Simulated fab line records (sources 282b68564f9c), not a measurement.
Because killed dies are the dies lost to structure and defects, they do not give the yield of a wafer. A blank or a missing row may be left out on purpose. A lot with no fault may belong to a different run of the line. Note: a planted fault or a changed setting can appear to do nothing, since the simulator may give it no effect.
Split-lot trial    flow rit cmos    23 wafers read across 5 lots, on a route 202 steps long

THE SPLIT ITSELF
At RIT_SPACER_CVD_03 (deposits Si3N4 from SiH2Cl2/NH3, target thk 250 nm, time 3300 s), the setting temp c was moved away from the recipe's 810 C on 15 of the 23 wafers read, by -1.3% to +2.3%. The other wafers ran this setting at the recipe's value.

FROM THE SPLIT TO THE READING: what the file shows between them, 1 step
- RIT_SPACER_THK_MEAS_04

THE READING
oes product au, in a.u., at RIT_SPACER_ETCHBACK_05 (etches Si3N4 in SF6/CHF3, stops on SiO2, target depth 250 nm, time 240 s). Typical for fault-free wafers on this fab line: 0.845 a.u., with standard deviation 0.015 a.u.

wafer   tool, chamber at the split  temp c as run, C  against the recipe  oes product au, a.u.  against lot-mates on the recipe
L074.1  -, -                        810               recipe              0.834                 -
L074.2  -, -                        810               recipe              0.869                 -
L074.3  -, -                        810               recipe              0.838                 -
L074.5  -, -                        810               recipe              0.823                 -
L074.6  -, -                        810               recipe              0.849                 -
L076.1  -, -                        799.3             -1.3%               0.742                 no lot-mate on the recipe
L076.3  -, -                        799.3             -1.3%               0.730                 no lot-mate on the recipe
L076.4  -, -                        799.3             -1.3%               0.732                 no lot-mate on the recipe
L076.5  -, -                        799.3             -1.3%               0.736                 no lot-mate on the recipe
L076.6  -, -                        799.3             -1.3%               0.732                 no lot-mate on the recipe
L081.1  -, -                        828.6             +2.3%               0.990                 no lot-mate on the recipe
L081.2  -, -                        828.6             +2.3%               1.013                 no lot-mate on the recipe
L081.3  -, -                        828.6             +2.3%               1.020                 no lot-mate on the recipe
L081.4  -, -                        828.6             +2.3%               1.017                 no lot-mate on the recipe
L081.6  -, -                        828.6             +2.3%               0.995                 no lot-mate on the recipe
L082.2  -, -                        816.7             +0.8%               0.943                 no lot-mate on the recipe
L082.3  -, -                        816.7             +0.8%               0.945                 no lot-mate on the recipe
L082.4  -, -                        816.7             +0.8%               0.934                 no lot-mate on the recipe
L082.5  -, -                        816.7             +0.8%               0.953                 no lot-mate on the recipe
L082.6  -, -                        816.7             +0.8%               0.914                 no lot-mate on the recipe
L083.1  lpcvd-01, 0                 810               recipe              0.833                 -
L083.5  lpcvd-01, 0                 810               recipe              0.854                 -
L083.6  lpcvd-01, 0                 810               recipe              0.839                 -

FIT RESULTS
A straight line over all 23 wafers: oes product au changes by +0.0772 a.u. for each +1% of temp c; r = +0.98; the points scatter about the line by 0.021 a.u.
Too few moved wafers with a lot-mate on the recipe to fit a line net of each lot's own level.

THE WHOLE CHAIN: every reading that the file lists as answering this split, in the file's order
step                    what it does                                                              reading                                                                         change (the file's fit)                   r (the file's)
RIT_SPACER_CVD_03       deposits Si3N4 from SiH2Cl2/NH3, target thk 250 nm, time 3300 s           Si3N4_of_SPACER_CVD_03.thk nm (the simulator's own value, which no gauge read)  +38.7 nm for each +1% of the setting      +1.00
RIT_SPACER_THK_MEAS_04                                                                            SPACER_NITRIDE_THK                                                              +38.7 for each +1% of the setting         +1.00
RIT_SPACER_ETCHBACK_05  etches Si3N4 in SF6/CHF3, stops on SiO2, target depth 250 nm, time 240 s  oes product au                                                                  +0.0771 a.u. for each +1% of the setting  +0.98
RIT_SPACER_ETCHBACK_05  etches Si3N4 in SF6/CHF3, stops on SiO2, target depth 250 nm, time 240 s  etch.depth nm (the simulator's own value, which no gauge read)                  +28.5 nm for each +1% of the setting      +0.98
RIT_SPACER_ETCHBACK_05  etches Si3N4 in SF6/CHF3, stops on SiO2, target depth 250 nm, time 240 s  Si3N4_of_SPACER_CVD_03.thk nm (the simulator's own value, which no gauge read)  +30.6 nm for each +1% of the setting      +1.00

THE FILE'S OWN FIT
oes product au changes by +0.0771 a.u. for each +1% of temp c, r = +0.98.
